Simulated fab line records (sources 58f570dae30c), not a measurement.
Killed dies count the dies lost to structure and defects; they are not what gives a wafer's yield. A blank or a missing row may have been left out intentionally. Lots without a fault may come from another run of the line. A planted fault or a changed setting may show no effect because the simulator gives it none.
Chamber matching :: flow berkeleyCmos170 :: UCB170_GATE_ETCH_15 on rieSi-01: 4 sister chambers
The step etches poly-Si in HBr/Cl2, stops on SiO2, time 56.3 s, target depth 278.2 nm. 4 wafers are shown with their chamber, then 8 later ones without.

## WAFERS WITH THEIR CHAMBER
wafer: L196.4
chamber: 1
oesProductAu (a.u.): 0.839

wafer: L201.4
chamber: 2
oesProductAu (a.u.): 0.858

wafer: L201.6
chamber: 3
oesProductAu (a.u.): 0.830

wafer: L210.1
chamber: 0
oesProductAu (a.u.): 0.850

## WAFERS WITHOUT THEIR CHAMBER
wafer: L210.2
oesProductAu (a.u.): 0.824

wafer: L210.5
oesProductAu (a.u.): 0.854

wafer: L212.2
oesProductAu (a.u.): 0.842

wafer: L212.3
oesProductAu (a.u.): 0.820

wafer: L212.6
oesProductAu (a.u.): 0.863

wafer: L211.1
oesProductAu (a.u.): 0.825

wafer: L211.2
oesProductAu (a.u.): 0.856

wafer: L211.5
oesProductAu (a.u.): 0.853

## WHICH CHAMBER EACH WENT THROUGH
wafer: L210.2
from the rows above: can't be placed: 3 or 1
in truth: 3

wafer: L210.5
from the rows above: can't be placed: 0 or 2
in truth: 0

wafer: L212.2
from the rows above: can't be placed: 1 or 0 or 3
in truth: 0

wafer: L212.3
from the rows above: can't be placed: 3 or 1
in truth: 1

wafer: L212.6
from the rows above: can't be placed: 2 or 0
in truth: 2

wafer: L211.1
from the rows above: can't be placed: 3 or 1
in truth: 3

wafer: L211.2
from the rows above: can't be placed: 2 or 0
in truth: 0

wafer: L211.5
from the rows above: can't be placed: 0 or 2
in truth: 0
Placed correctly: 0 of 8. From these rows, 8 cannot be placed; in 8 the true chamber is one of the candidates. Number placed wrongly: 0.
How it was worked out, from the rows above alone: a wafer's distance from a chamber is the root of the sum, over the readings, of the square of ((its reading less the chamber's mean) divided by the reading's scatter). If the next closest chamber is less than 2 further off than the closest, the wafer can't be placed; otherwise it belongs to the closest. Each chamber's mean is taken over the wafers shown for it. The scatter: root of mean squared gap, hidden wafer to nearest shown wafer, with one shown wafer a chamber.
